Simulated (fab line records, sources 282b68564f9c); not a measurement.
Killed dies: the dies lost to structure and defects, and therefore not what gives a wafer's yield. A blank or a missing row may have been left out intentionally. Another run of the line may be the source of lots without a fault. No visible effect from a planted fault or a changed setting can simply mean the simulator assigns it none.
A single fault, viewed from 2 desks :: flow rit cmos :: only its own numbers are on each desk; what lay behind them is given at the end

== AT THE METROLOGY DESK ==
Means of the sampled wafers that have a number, per lot and without regard to the tool the lot ran on: this is what the gauges read. A lot is out of limits, marked OUT, if its mean lies more than 4 standard deviations from the usual mean; the brackets give that distance.
Columns: A = ACTIVE_OXIDE_THK at RIT_ACTIVE_THK_MEAS_02, usual 47.0 nm; B = SPACER_NITRIDE_THK at RIT_SPACER_THK_MEAS_04, usual 249.3 nm; C = NSD_OVL at RIT_NSD_OVL_MEAS_06, usual 0.8 nm
lot: L660
first seen here: day 1 12:22
A: 46.5
B: 251.2
C: 0.6

lot: L663
first seen here: day 2 04:26
A: 47.9
B: 248.7
C: 0.6

lot: L664
first seen here: day 2 10:04
A: 46.6
B: 251.4
C: 0.1

lot: L666
first seen here: day 2 19:49
A: 48.0
B: 248.9
C: 2.1

lot: L667
first seen here: day 3 02:56
A: 47.1
B: 251.2
C: 2.5

lot: L668
first seen here: day 3 05:05
A: 45.9
B: 247.7
C: 3.0

lot: L670
first seen here: day 3 15:19
A: 47.1
B: 249.1
C: 0.2

lot: L671
first seen here: day 3 20:02
A: 46.5
B: 250.2
C: -0.4

lot: L672
first seen here: day 4 04:28
A: 47.2
B: 250.1
C: -0.4

lot: L673
first seen here: day 4 07:43
A: 46.8
B: 245.1
C: 2.2

lot: L679
first seen here: day 5 11:35
A: 46.9
B: 245.7
C: -0.4

lot: L680
first seen here: day 5 17:07
A: 47.1
B: 248.1
C: -0.7

lot: L682
first seen here: day 6 02:34
A: 46.8
B: 245.7
C: 1.2

lot: L683
first seen here: day 6 07:17
A: 47.0
B: 242.9
C: 1.3
This desk found nothing out of limits on any of the 14 lots.

== THE TOOL OWNER'S DESK: litho track-04 ==
At RIT_NRETRO_SOFTBAKE_02 (time 60 s), the tool's own readings, given per lot that ran on this tool as the mean of the sampled wafers with a number. A lot is out of limits, marked OUT, if its mean lies more than 4 standard deviations from the usual mean; the brackets give that distance.
Columns: A = exhaust pa at RIT_NRETRO_SOFTBAKE_02, usual 45.0 Pa; B = heater power total W at RIT_NRETRO_SOFTBAKE_02, usual 34.56 W; C = plate temp C at RIT_NRETRO_SOFTBAKE_02, usual 90.00 C
lot: L664
first seen here: day 3 09:53
A: 45.3
B: 34.58
C: 89.91

lot: L668
first seen here: day 4 02:45
A: 45.6
B: 34.57
C: 90.05

lot: L671
first seen here: day 4 18:55
A: 44.7
B: 34.55
C: 90.06

lot: L672
first seen here: day 4 23:22
A: 46.2
B: 34.57
C: 89.86

lot: L680
first seen here: day 6 10:26
A: 45.6
B: 33.13 (-28) OUT
C: 87.35 (-22) OUT

lot: L683
first seen here: day 7 03:09
A: 45.0
B: 33.10 (-29) OUT
C: 87.44 (-21) OUT
This desk's verdict: out of limits on L680, L683, starting with L680 at day 6 10:26 (heater power total W at RIT_NRETRO_SOFTBAKE_02). L664, L668, L671, L672 stayed within limits.

== ALL TOGETHER ==
An alarm could have come from the tool owner's desk at day 6 10:26, on L680, L683.
From the metrology desk's view, nothing was out of limits.
The metrology desk holds a record of L680, L683, inside its limits.
On litho track-04, each named lot ran RIT_NRETRO_SOFTBAKE_02.

== WHAT THE SIMULATOR HAD INSERTED ==
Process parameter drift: litho track-04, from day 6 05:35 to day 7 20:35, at RIT_NRETRO_SOFTBAKE_02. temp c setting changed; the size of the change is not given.
Struck lots among those shown: L680, L683.
Each desk's first reading out of limits, in hours after the fault started: the tool owner's desk, 5.
